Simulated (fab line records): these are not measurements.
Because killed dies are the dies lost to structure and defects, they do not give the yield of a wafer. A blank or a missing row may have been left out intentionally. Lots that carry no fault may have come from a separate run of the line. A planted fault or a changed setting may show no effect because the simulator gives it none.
A struck lot beside a sound one    flow rit-cmos    30 steps out of a route of 202
Sound: the wafers L407.1, L407.3, L407.4. Struck: wafers L418.1, L418.2, L418.6. The cause is named last.
At each step with rows: each side's tool, then ch and its chambers, then its first start. Under that, the readings that differ: sound wafers    struck wafers    difference of the means    sigmas: that difference in standard deviations of wafers without a fault.
alike: same words and numbers on both sides, and readings whose means sit less than 2 such deviations apart. not compared: any withheld reading, any reading some wafer has no value for, any bound like >300 that may hide the same value, and any number with overlapping values for which the record gives no deviation.
A row with sigmas, a row that says differs or no value, or rows on one side alone: a step with any of these is where the two part. Numbers that don't overlap but have no deviation are shown without sigmas and don't part them. A reading missing from all wafers of one side parts the sides only when that side holds two or more wafers.

RIT_FOX2_THK_MEAS_01:
  sound on film-metro-03, day 1 20:30; struck on film-metro-01, day 4 04:44
  alike: FOX2_OXIDE_THK
then, 2 steps without rows for these wafers: RIT_FOX2_CLEAN_02 (cleans in dHF, time 180 s); RIT_FOX2_WET_ETCH_03 (etches Si3N4 in H3PO4, target depth 195 nm, time 2801 s).
RIT_FOX2_THK_MEAS_90:
  sound on film-metro-04, day 1 21:31; struck on film-metro-01, day 4 05:41
  alike: FIELD_OXIDE_LEFT_1_THK
then, 6 steps without rows for these wafers: RIT_NWELL_HMDS_00 (prime time 60 s); RIT_NWELL_COAT_01 (resist thk 1300 nm); RIT_NWELL_SOFTBAKE_02 (time 60 s); RIT_NWELL_EXPOSE_03 (exposes mask M2, target cd 43900 nm); RIT_NWELL_PEB_04; RIT_NWELL_DEVELOP_05 (develop time 68 s).
RIT_NWELL_OVL_MEAS_06:
  sound on overlay-01, day 1 22:34; struck on overlay-01, day 4 06:44
  alike: NWELL_OVL
then, 1 step without rows for these wafers: RIT_NWELL_HARDBAKE_07 (time 120 s).
RIT_NWELL_IMPLANT_08:
  sound on implanter-02 ch 0, day 1 22:52; struck on implanter-04 ch 0, day 4 07:02
reading        sound                          struck                         difference  sigmas
dose-ions-cm2  4.989e+13 4.998e+13 4.995e+13  4.892e+13 4.895e+13 4.894e+13  -1.003e+12  -20
  alike: beam-on-s, faraday-current-uA
RIT_NWELL_STRIP_09: strips in O2, time 180 s.
  sound on plasma-asher-01 ch 0,1, day 1 23:01; struck on plasma-asher-01 ch 0,1, day 4 07:11
  alike: drypump-motor-current-A
  not compared: rf-hours-counter-h
RIT_NWELL_TW_MEAS_10:
  sound on film-metro-03, day 1 23:11; struck on film-metro-04, day 4 07:21
  alike: NWELL_TW
then, 2 steps without rows for these wafers: RIT_PWELL_HMDS_00 (prime time 60 s); RIT_PWELL_COAT_01 (resist thk 1300 nm).
RIT_PWELL_SOFTBAKE_02: time 62.36 s.
  sound on litho-track-02 ch 0, day 1 23:33; struck on litho-track-03 ch 0, day 4 07:43
  alike: heater-power-total-W, plate-sensor-t-centre-C, plate-sensor-t-edge-C
then, 3 steps without rows for these wafers: RIT_PWELL_EXPOSE_03 (exposes mask M3, target cd 43700 nm); RIT_PWELL_PEB_04; RIT_PWELL_DEVELOP_05 (develop time 68 s).
RIT_PWELL_OVL_MEAS_06:
  sound on overlay-01, day 2 00:08; struck on overlay-02, day 4 08:25
  alike: PWELL_OVL
then, 2 steps without rows for these wafers: RIT_PWELL_HARDBAKE_07 (time 120 s); RIT_PWELL_IMPLANT_08.
RIT_PWELL_STRIP_09: strips in O2, time 180 s.
  sound on plasma-asher-04 ch 0,1, day 2 00:34; struck on plasma-asher-04 ch 0,1, day 4 08:52
  alike: drypump-motor-current-A
  not compared: rf-hours-counter-h
RIT_PWELL_TW_MEAS_10:
  sound on film-metro-04, day 2 00:44; struck on film-metro-03, day 4 09:02
  alike: PWELL_TW
then, 1 step without rows for these wafers: RIT_WELLDRIVE_ANNEAL_00 (time 14700 s).
RIT_WELLDRIVE_RS_MEAS_01: measures by four-point-probe.
  sound on film-metro-03, day 2 05:53; struck on film-metro-02, day 4 14:54
reading            sound              struck             difference  sigmas
NWELL_RS (ohm/sq)  276.3 276.5 275.9  278.6 278.3 279.4  +2.5        +4
RIT_WELLDRIVE_RS_MEAS_02: measures by four-point-probe.
  sound on film-metro-03, day 2 06:00; struck on film-metro-02, day 4 15:01
reading            sound              struck             difference  sigmas
PWELL_RS (ohm/sq)  431.3 431.4 432.3  429.6 428.3 428.9  -2.7        -2
RIT_M1_PROBE_99:
  sound on prober-02, day 3 11:23; struck on prober-01, day 5 22:09
  alike: killed-at-front-end, killed-dies, killed-open, killed-short
  not compared: model.etest.well-edge-left.line-ohm-um, model.etest.well-edge-right.line-ohm-um

## WHERE THEY PART
Last at RIT_WELLDRIVE_RS_MEAS_02 as far as this record goes, first at RIT_NWELL_IMPLANT_08. Later steps at which nothing parts them and some readings are alike: RIT_M1_PROBE_99.

WHY: whatever the simulator had introduced
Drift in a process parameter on implanter-04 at RIT_NWELL_IMPLANT_08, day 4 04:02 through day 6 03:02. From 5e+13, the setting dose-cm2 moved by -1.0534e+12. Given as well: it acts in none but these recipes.
